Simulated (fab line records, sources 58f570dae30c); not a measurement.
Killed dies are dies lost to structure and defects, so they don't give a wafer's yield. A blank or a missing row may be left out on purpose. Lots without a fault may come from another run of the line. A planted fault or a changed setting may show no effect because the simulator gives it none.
Problem report in the 8D (eight disciplines) form, filled by code | flow berkeley_cmos170 | the parts of the form that need people (team, actions taken, sign-off) are left out

1. THE PROBLEM
SPACER_TEOS_THK at UCB170_SPACER_THK_MEAS_01 reads a mean of 399 nm on 6 wafers of 2 lots; wafers without a fault read 376 nm with a standard deviation of 4.6. That is +4.9 standard deviations from the usual mean.
First seen on wafer L528.1, day 8 23:00, on film_metro-02. The record holds 42 wafers of 14 lots with a number at this step. Rule for "out", or "out of limits": more than 4 standard deviations from the usual mean. The other wafers with a number count as sound.

2. WHAT IT IS AND WHAT IT IS NOT
question                    | is                     | is not
which readings at this step | SPACER_TEOS_THK        | -
which lots                  | L528, L531             | L522, L524, L525, L526, L529, L536, L537, L539, L540, L542, L543, L544
which wafers of those lots  | all that have a number | -
read on which gauges        | film_metro-02          | film_metro-01, film_metro-03
when                        | from day 8 23:00       | up to then (15 sound wafers); but 21 sound wafers of L536, L537, L539, L540, L542, L543, L544 came after

3. SUSPECTS, AND WHAT RULES EACH OUT
Counting: a tool at a process step up to the reading stays a suspect if it ran every lot that is out and no sound lot after the first of them.
- the gauge at UCB170_SPACER_THK_MEAS_01: kept. All the wafers that are out were read on film_metro-02, and no step on other tools shows them out.
- pecvd-01 at UCB170_SPACER_CVD_00 (deposits SiO2 from TEOS/O2, target thk 376 nm, time 47 s): ruled out as a lasting fault. Sound lots L544 ran on it after its first lot that is out, L528 (day 8 22:56).
Left after counting: film_metro-02 at UCB170_SPACER_THK_MEAS_01.

4. THE CAUSE (what the simulator had put in)
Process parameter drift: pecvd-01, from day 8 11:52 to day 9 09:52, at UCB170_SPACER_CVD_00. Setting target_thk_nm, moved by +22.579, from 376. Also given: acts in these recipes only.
Counting ruled it out, wrongly: the rule takes a fault to strike every lot that its tool runs from its start on, and this one did not.

5. THE CHAIN OF EFFECTS, in route order
Each row: a reading whose mean over the struck wafers that have a number lies more than 3 standard deviations from the usual. Only readings for which the record gives a usual standard deviation are gone through. hours: the time from each lot's start at the first step in this table that gives one to its start at this step, as a median over the lots. sigmas: the change in usual standard deviations.
hours | step                      | reading         | usual      | on struck wafers | change | sigmas
0     | UCB170_SPACER_THK_MEAS_01 | SPACER_TEOS_THK | 376 nm     | 399              | +23    | +4.9
4     | UCB170_SPACER_ETCHBACK_03 | oes_product_au  | 0.896 a.u. | 0.936            | +0.040 | +3.1
The process steps in it:
- UCB170_SPACER_ETCHBACK_03: etches SiO2 in CHF3/CF4/Ar, stops on Si, target depth 376 nm, time 100 s.
Later measuring or inspecting steps at which every struck wafer that the step has a row for has a number for every such reading, and none has moved that far: UCB170_V2_OVL_MEAS_13, UCB170_M3_OVL_MEAS_16.

6. WHAT WOULD HAVE CAUGHT IT SOONER
In this record the first reading out of limits at a measuring or inspecting step was taken at day 8 23:00, 11 hours after the fault began at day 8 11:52.
Of the tool readings at UCB170_SPACER_CVD_00 for which the record gives a usual standard deviation, none was out on any struck wafer, so an alarm limit of 4 standard deviations on them would not have fired.
